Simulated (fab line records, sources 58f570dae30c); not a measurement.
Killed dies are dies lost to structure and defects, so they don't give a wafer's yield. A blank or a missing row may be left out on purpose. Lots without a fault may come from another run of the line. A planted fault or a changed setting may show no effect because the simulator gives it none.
Chamber matching | flow berkeley_cmos170 | UCB170_M1_ETCH_11 on rie_diel-01: 4 sister chambers
The step etches BARC in N2/H2. 8 wafers are shown with their chamber, then 7 later ones without.

WAFERS WITH THEIR CHAMBER
wafer  | chamber | throttle_valve_pct (%) | oes_product_au (a.u.)
L583.5 | 1       | 13.31                  | 1.004
L588.2 | 1       | 13.31                  | 1.001
L588.4 | 0       | 13.33                  | 0.990
L588.5 | 0       | 13.35                  | 0.992
L591.1 | 2       | 13.36                  | 0.994
L591.5 | 3       | 13.01                  | 1.018
L594.2 | 3       | 12.99                  | 1.013
L594.4 | 2       | 13.35                  | 0.996

WAFERS WITHOUT THEIR CHAMBER
wafer  | throttle_valve_pct (%) | oes_product_au (a.u.)
L594.5 | 13.37                  | 0.999
L599.1 | 13.36                  | 0.995
L599.5 | 13.37                  | 0.999
L599.6 | 12.99                  | 1.017
L601.2 | 13.37                  | 1.004
L601.4 | 13.31                  | 1.016
L601.6 | 13.35                  | 0.992

WHICH CHAMBER EACH WENT THROUGH
wafer  | from the rows above     | in truth
L594.5 | 2                       | 2
L599.1 | 2                       | 2
L599.5 | 2                       | 2
L599.6 | 3                       | 3
L601.2 | can't be placed: 2 or 1 | 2
L601.4 | 1                       | 1
L601.6 | can't be placed: 0 or 2 | 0
Placed correctly: 5 of 7. Can't be placed from these rows: 2 (the true chamber is among the candidates in 2). Placed wrongly: 0.
How it was worked out, from the rows above alone: a wafer's distance from a chamber is the root of the sum, over the readings, of the square of ((its reading less the chamber's mean) divided by the reading's scatter). The wafer belongs to the nearest chamber; if the next one is less than 2 further off, it can't be placed. A chamber's mean is the mean of its shown wafers. The scatter: the root of (the sum of the squares of (reading less its chamber's mean) over the shown wafers, divided by (wafers less chambers)).
